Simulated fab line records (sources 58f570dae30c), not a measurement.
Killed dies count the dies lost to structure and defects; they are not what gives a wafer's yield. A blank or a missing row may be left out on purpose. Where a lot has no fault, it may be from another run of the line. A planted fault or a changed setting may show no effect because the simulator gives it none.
A lot that was struck, set against a sound lot + flow berkeley-cmos170 + 15 steps out of a route of 331
Sound: these wafers, L853.2, L853.3, L853.6. The struck wafers were L868.1, L868.2, L868.5. The cause is given at the end.
Order at every step that has rows: each side's tool, ch and its chambers, its first start. Under that, the readings that differ: sound wafers + struck wafers + difference of the means + sigmas: that difference in standard deviations of wafers without a fault.
alike: readings whose means differ by less than 2 such deviations, and words and numbers that are the same on both sides. not compared: withheld readings, readings that some wafer has no value for, bounds like >300 that may hide the same value, and numbers for which the record gives no deviation and whose values overlap.
A row with sigmas, a row that says differs or no value, or rows on one side alone: a step with any of these is where the two part. Numbers that don't overlap but have no deviation are shown without sigmas and don't part them. A reading missing from all wafers of one side parts the sides only when that side holds two or more wafers.

UCB170_CONTACT_ETCH_18: etches PSG in CHF3/CF4/Ar, stops on TiSi2, target depth 840 nm, time 195 s.
  sound on rie-diel-01 ch 0,1; struck on rie-diel-01 ch 0,1
  alike: chamber-pressure-mTorr, drypump-motor-current-A, oes-product-au, throttle-valve-pct
  not compared: rf-hours-counter-h
UCB170_CONTACT_STRIP_19: strips in O2.
  sound on plasma-asher-03 ch 0,1, day 6 19:50; struck on plasma-asher-03 ch 0,1, day 10 09:07
  alike: chamber-pressure-mTorr, drypump-motor-current-A, oes-product-au
  not compared: rf-hours-counter-h
UCB170_CONTACT_CD_MEAS_90 targets a cd of 700 nm.
  sound on cd-sem-02 at day 6 19:57; struck on cd-sem-01 at day 10 09:13
  alike: cd-nm
then, 1 step without rows for these wafers: UCB170_CONTACT_CLEAN_20 (cleans in SPM, time 600 s).
UCB170_M1_SPUTTER_00: material Al, target thk 600 nm, time 80 s.
  sound on pvd-sputter-04 at day 6 20:14; struck on pvd-sputter-01 at day 10 09:31
  alike: throttle-valve-pct
UCB170_M1_RS_MEAS_01: measurement is done with a four-point probe.
  sound on film-metro-04 at day 6 20:19; struck on film-metro-01 at day 10 09:34
  alike: M1_AL_RS
UCB170_M1_THK_MEAS_02: measures by xrf.
  sound on film-metro-04 at day 6 20:26; struck on film-metro-01 at day 10 09:41
  alike: M1_AL_THK
then, 5 steps without rows for these wafers: UCB170_M1_COAT_03; UCB170_M1_COAT_04 (resist thk 900 nm); UCB170_M1_SOFTBAKE_05 (time 60 s); UCB170_M1_EXPOSE_06 (exposes mask METAL1, target cd 700 nm); UCB170_M1_PEB_07.
UCB170_M1_DEVELOP_08: develop time 45 s.
  sound on litho-track-01 ch 0, day 6 21:00; struck on litho-track-02 ch 0, day 10 11:00
| reading              | sound             | struck            | difference | sigmas |
|----------------------|-------------------|-------------------|------------|--------|
| developer-temp-C (C) | 20.99 20.84 20.98 | 20.13 20.06 20.15 | -0.82      | -7     |
UCB170_M1_CD_MEAS_09 targets a cd of 700 nm.
  sound on cd-sem-02 at day 6 21:28; struck on cd-sem-02 at day 10 11:19
  alike: cd-nm
UCB170_M3_PROBE_99:
  the record has rows for the sound wafers here (prober-02, day 7 18:22) and none for the struck ones

WHERE THEY PART
Earliest at UCB170_M1_DEVELOP_08; latest, in this record, at UCB170_M3_PROBE_99.

WHY: what the simulator had put in
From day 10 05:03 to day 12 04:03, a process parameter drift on litho-track-02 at UCB170_M1_DEVELOP_08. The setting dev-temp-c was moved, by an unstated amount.
